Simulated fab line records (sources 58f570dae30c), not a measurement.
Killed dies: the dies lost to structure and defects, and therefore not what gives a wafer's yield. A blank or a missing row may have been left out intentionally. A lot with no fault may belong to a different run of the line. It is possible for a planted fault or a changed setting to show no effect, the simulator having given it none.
Split-lot experiment :: flow berkeley-cmos170 :: 5 lots, 23 wafers read, on a route of 331 steps

## THE SPLIT ITSELF
At UCB170_SILICIDE_SPUTTER_01 (material Ti, target thk 30 nm, time 25 s), the setting chamber-pressure-pa was moved away from the recipe's 0.5 Pa on 20 of the 23 wafers read, by -12.6% to +12.5%. For the rest of the wafers, this setting stayed at what the recipe calls for.

Between the split and the reading, the file records no step.

## THE READING
Measured at UCB170_SILICIDE_RS_MEAS_02 by four-point probe: SILICIDE_TI_RS, in ohm/sq. Fault-free wafers of this fab line usually give 26.2 ohm/sq, standard deviation 0.32 ohm/sq.

wafer: L077.2
tool, chamber at the split: pvd-sputter-01, -
chamber-pressure-pa as run, Pa: 0.4473
against the recipe: -10.5%
SILICIDE_TI_RS, ohm/sq: 25.4
against lot-mates on the recipe: no lot-mate on the recipe

wafer: L077.3
tool, chamber at the split: pvd-sputter-01, -
chamber-pressure-pa as run, Pa: 0.4473
against the recipe: -10.5%
SILICIDE_TI_RS, ohm/sq: 25.3
against lot-mates on the recipe: no lot-mate on the recipe

wafer: L077.4
tool, chamber at the split: pvd-sputter-01, -
chamber-pressure-pa as run, Pa: 0.4473
against the recipe: -10.5%
SILICIDE_TI_RS, ohm/sq: 25.4
against lot-mates on the recipe: no lot-mate on the recipe

wafer: L077.5
tool, chamber at the split: pvd-sputter-01, -
chamber-pressure-pa as run, Pa: 0.4473
against the recipe: -10.5%
SILICIDE_TI_RS, ohm/sq: 25.5
against lot-mates on the recipe: no lot-mate on the recipe

wafer: L077.6
tool, chamber at the split: pvd-sputter-01, -
chamber-pressure-pa as run, Pa: 0.4473
against the recipe: -10.5%
SILICIDE_TI_RS, ohm/sq: 25.4
against lot-mates on the recipe: no lot-mate on the recipe

wafer: L074.1
tool, chamber at the split: pvd-sputter-02, -
chamber-pressure-pa as run, Pa: 0.5623
against the recipe: +12.5%
SILICIDE_TI_RS, ohm/sq: 26.7
against lot-mates on the recipe: no lot-mate on the recipe

wafer: L074.2
tool, chamber at the split: pvd-sputter-02, -
chamber-pressure-pa as run, Pa: 0.5623
against the recipe: +12.5%
SILICIDE_TI_RS, ohm/sq: 26.7
against lot-mates on the recipe: no lot-mate on the recipe

wafer: L074.3
tool, chamber at the split: pvd-sputter-02, -
chamber-pressure-pa as run, Pa: 0.5623
against the recipe: +12.5%
SILICIDE_TI_RS, ohm/sq: 26.9
against lot-mates on the recipe: no lot-mate on the recipe

wafer: L074.4
tool, chamber at the split: pvd-sputter-02, -
chamber-pressure-pa as run, Pa: 0.5623
against the recipe: +12.5%
SILICIDE_TI_RS, ohm/sq: 26.8
against lot-mates on the recipe: no lot-mate on the recipe

wafer: L074.5
tool, chamber at the split: pvd-sputter-02, -
chamber-pressure-pa as run, Pa: 0.5623
against the recipe: +12.5%
SILICIDE_TI_RS, ohm/sq: 26.7
against lot-mates on the recipe: no lot-mate on the recipe

wafer: L082.1
tool, chamber at the split: pvd-sputter-03, -
chamber-pressure-pa as run, Pa: 0.4368
against the recipe: -12.6%
SILICIDE_TI_RS, ohm/sq: 25.3
against lot-mates on the recipe: no lot-mate on the recipe

wafer: L082.2
tool, chamber at the split: pvd-sputter-03, -
chamber-pressure-pa as run, Pa: 0.4368
against the recipe: -12.6%
SILICIDE_TI_RS, ohm/sq: 25.3
against lot-mates on the recipe: no lot-mate on the recipe

wafer: L082.3
tool, chamber at the split: pvd-sputter-03, -
chamber-pressure-pa as run, Pa: 0.4368
against the recipe: -12.6%
SILICIDE_TI_RS, ohm/sq: 25.5
against lot-mates on the recipe: no lot-mate on the recipe

wafer: L082.4
tool, chamber at the split: pvd-sputter-03, -
chamber-pressure-pa as run, Pa: 0.4368
against the recipe: -12.6%
SILICIDE_TI_RS, ohm/sq: 25.4
against lot-mates on the recipe: no lot-mate on the recipe

wafer: L082.6
tool, chamber at the split: pvd-sputter-03, -
chamber-pressure-pa as run, Pa: 0.4368
against the recipe: -12.6%
SILICIDE_TI_RS, ohm/sq: 25.6
against lot-mates on the recipe: no lot-mate on the recipe

wafer: L083.1
tool, chamber at the split: pvd-sputter-03, -
chamber-pressure-pa as run, Pa: 0.4754
against the recipe: -4.9%
SILICIDE_TI_RS, ohm/sq: 25.9
against lot-mates on the recipe: no lot-mate on the recipe

wafer: L083.2
tool, chamber at the split: pvd-sputter-03, -
chamber-pressure-pa as run, Pa: 0.4754
against the recipe: -4.9%
SILICIDE_TI_RS, ohm/sq: 26.0
against lot-mates on the recipe: no lot-mate on the recipe

wafer: L083.3
tool, chamber at the split: pvd-sputter-03, -
chamber-pressure-pa as run, Pa: 0.4754
against the recipe: -4.9%
SILICIDE_TI_RS, ohm/sq: 25.9
against lot-mates on the recipe: no lot-mate on the recipe

wafer: L083.4
tool, chamber at the split: pvd-sputter-03, -
chamber-pressure-pa as run, Pa: 0.4754
against the recipe: -4.9%
SILICIDE_TI_RS, ohm/sq: 26.1
against lot-mates on the recipe: no lot-mate on the recipe

wafer: L083.5
tool, chamber at the split: pvd-sputter-03, -
chamber-pressure-pa as run, Pa: 0.4754
against the recipe: -4.9%
SILICIDE_TI_RS, ohm/sq: 26.0
against lot-mates on the recipe: no lot-mate on the recipe

wafer: L084.1
tool, chamber at the split: pvd-sputter-02, -
chamber-pressure-pa as run, Pa: 0.5
against the recipe: recipe
SILICIDE_TI_RS, ohm/sq: 26.4
against lot-mates on the recipe: -

wafer: L084.3
tool, chamber at the split: pvd-sputter-02, -
chamber-pressure-pa as run, Pa: 0.5
against the recipe: recipe
SILICIDE_TI_RS, ohm/sq: 26.2
against lot-mates on the recipe: -

wafer: L084.5
tool, chamber at the split: pvd-sputter-02, -
chamber-pressure-pa as run, Pa: 0.5
against the recipe: recipe
SILICIDE_TI_RS, ohm/sq: 26.3
against lot-mates on the recipe: -

FIT RESULTS
A straight line over all 23 wafers: SILICIDE_TI_RS changes by +0.0562 ohm/sq for each +1% of chamber-pressure-pa; r = +0.97; the points scatter about the line by 0.15 ohm/sq.
Too few moved wafers with a lot-mate on the recipe to fit a line net of each lot's own level.

## THE WHOLE CHAIN: every reading that the file lists as answering this split, in the file's order
step: UCB170_SILICIDE_SPUTTER_01
what it does: material Ti, target thk 30 nm, time 25 s
reading: Ti_of_SILICIDE_SPUTTER_01.thk-nm (the simulator's own value, which no gauge read)
change (the file's fit): -0.0575 nm for each +1% of the setting
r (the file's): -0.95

step: UCB170_SILICIDE_RS_MEAS_02
what it does: measures by four-point-probe
reading: SILICIDE_TI_RS
change (the file's fit): +0.0564 for each +1% of the setting
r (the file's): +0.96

## FILE'S OWN FIT
SILICIDE_TI_RS changes by +0.0564 ohm/sq for each +1% of chamber-pressure-pa, r = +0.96.
